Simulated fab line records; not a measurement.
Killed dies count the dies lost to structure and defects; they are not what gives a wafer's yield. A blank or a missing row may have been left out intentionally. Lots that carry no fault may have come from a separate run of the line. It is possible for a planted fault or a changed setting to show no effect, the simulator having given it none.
Which tool is to blame? -- flow berkeleyCmos170 -- at 1 step of a route of 331, 15 lots with 45 wafers sampled

== WHAT THE GAUGES SHOWED, per wafer ==
The record holds no reading of a measuring or inspecting step that can be judged against a usual standard deviation.

== TOOL THAT RAN EACH LOT (tool first, then ch and the chambers of the sampled wafers, then the start) ==
lot,UCB170_PSD_PEB_04
L218,"lithoTrack-03 ch 0, day 6 01:14"
L219,"lithoTrack-04 ch 0, day 6 06:01"
L221,"lithoTrack-02 ch 0, day 7 02:35"
L225,"lithoTrack-03, day 7 09:55"
L223,"lithoTrack-04, day 7 10:07"
L224,"lithoTrack-02, day 7 10:11"
L226,"lithoTrack-04 ch 0, day 7 10:38"
L229,"lithoTrack-04 ch 0, day 8 09:07"
L232,"lithoTrack-04 ch 0, day 9 06:27"
L233,"lithoTrack-04 ch 0, day 9 06:42"
L234,"lithoTrack-04 ch 0, day 9 14:43"
L237,"lithoTrack-02 ch 0, day 10 07:05"
L236,"lithoTrack-04 ch 0, day 10 13:40"
L240,"lithoTrack-02 ch 0, day 11 03:22"
L241,"lithoTrack-03 ch 0, day 11 03:36"
- UCB170_PSD_PEB_04

== AS READ BY THE TOOLS THEMSELVES (means over the sampled wafers that have a number; for cases with no such wafer, the mark the record gives instead) ==
UCB170_PSD_PEB_04.
lot,tool,chillPlateTempC (C),exhaustPa (Pa)
L218,lithoTrack-03,22.92,44.8
L219,lithoTrack-04,22.81,44.5
L221,lithoTrack-02,22.97,44.8
L225,lithoTrack-03,-,-
L223,lithoTrack-04,-,-
L224,lithoTrack-02,-,-
L226,lithoTrack-04,23.03,44.7
L229,lithoTrack-04,23.11,44.3
L232,lithoTrack-04,23.02,44.5
L233,lithoTrack-04,23.12,45.6
L234,lithoTrack-04,23.06,43.9
L237,lithoTrack-02,22.97,44.7
L236,lithoTrack-04,23.12,45.3
L240,lithoTrack-02,22.97,44.8
L241,lithoTrack-03,23.00,43.4

== THE ANSWER, worked out from the rows above alone ==
Rule: usual is defined by the lots themselves. Put in order of their means at a reading, lots are off if they are a third of the lots or fewer, leave a main group of 4 or more, and stand apart from it by a gap of 3 or more times the standard deviation of the main group's means; of several such gaps the widest counts. A main group whose means are all the same, to the digits that the tables above print for the reading, isn't used. A lot without any number at a reading at which 4 lots or more have one is off too. The other lots that the step has rows for count as sound. First the gauges in route order, then the tools' own readings, where a lot's mean is used as printed above. At the first step where some lot is off, the reading lying furthest off is the one used; lots without a number count as furthest.
Off at UCB170_PSD_PEB_04 (chillPlateTempC): L225, L223, L224. Without a number there: L225, L223, L224. The main group: mean 23.01 C, standard deviation 0.087.
If a tool, at that step or one of the process steps before it, ran each lot that is off and ran no sound lot following the first of them, it fits. Of those tried, none fits.

== WHAT THE SIMULATOR HAD INSERTED ==
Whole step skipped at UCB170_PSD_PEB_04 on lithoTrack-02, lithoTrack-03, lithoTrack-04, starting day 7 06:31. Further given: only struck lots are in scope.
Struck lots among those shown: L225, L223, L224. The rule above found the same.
